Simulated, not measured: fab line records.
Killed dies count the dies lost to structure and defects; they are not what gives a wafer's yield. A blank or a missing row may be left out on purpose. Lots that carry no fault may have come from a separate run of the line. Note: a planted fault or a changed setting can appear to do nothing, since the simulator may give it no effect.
2 desks, one fault -- flow rit-cmos -- every desk sees just its own numbers, and what lay behind them comes last

THE METROLOGY DESK
Means of the sampled wafers that have a number, per lot and without regard to the tool the lot ran on: this is what the gauges read. A lot is out of limits, marked OUT, if its mean lies more than 4 standard deviations from the usual mean; the brackets give that distance.
Columns: A = SPACER_NITRIDE_THK at RIT_SPACER_THK_MEAS_04, usual 249.9 nm
lot,first seen here,A
L205,day 2 22:25,250.3
L206,day 3 02:34,251.4
L207,day 3 08:38,250.3
L209,day 3 18:58,272.8 (+11) OUT
L210,day 3 23:35,273.2 (+11) OUT
L212,day 4 11:31,250.9
L223,day 6 21:10,248.2
L224,day 7 01:47,251.5
L225,day 7 05:08,249.7
L226,day 7 09:27,249.9
L227,day 7 13:21,249.3
L228,day 7 17:38,251.8
This desk reports L209, L210 out of limits; the earliest was L209 at day 3 18:58 (SPACER_NITRIDE_THK at RIT_SPACER_THK_MEAS_04). L205, L206, L207, L212, L223, L224, L225, L226, L227, L228 stayed within limits.

TOOL OWNER'S DESK, lpcvd-01
The tool's own readings at RIT_SPACER_CVD_03 (deposits Si3N4 from SiH2Cl2/NH3, target thk 250 nm, time 3300 s): means of the sampled wafers that have a number, for each lot that ran on this tool. A lot is out of limits, marked OUT, if its mean lies more than 4 standard deviations from the usual mean; the brackets give that distance.
Columns: A = pressure-mtorr at RIT_SPACER_CVD_03, usual 300.1 mTorr; B = susceptor-temp-C at RIT_SPACER_CVD_03, usual 810.0 C
lot,first seen here,A,B
L205,day 2 20:29,300.1,810.2
L206,day 3 00:38,299.6,810.4
L207,day 3 06:42,299.8,809.9
L209,day 3 17:02,299.3,809.9
L210,day 3 21:41,300.0,810.1
This desk found nothing out of limits on any of the 5 lots.

TAKEN TOGETHER
L209, L210 would have let the metrology desk raise an alarm at day 3 18:58.
Nothing out of limits was seen by the tool owner's desk.
On record at the tool owner's desk: L209, L210, within its limits.
RIT_SPACER_CVD_03 was run on lpcvd-01 by each of the lots named.

WHAT THE SIMULATOR HAD INSERTED
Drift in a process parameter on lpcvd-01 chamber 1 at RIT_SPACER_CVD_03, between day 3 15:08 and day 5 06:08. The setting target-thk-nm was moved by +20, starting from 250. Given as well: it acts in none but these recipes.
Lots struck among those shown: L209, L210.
Delay in hours, fault start to first out-of-limits reading, per desk: metrology desk 4.
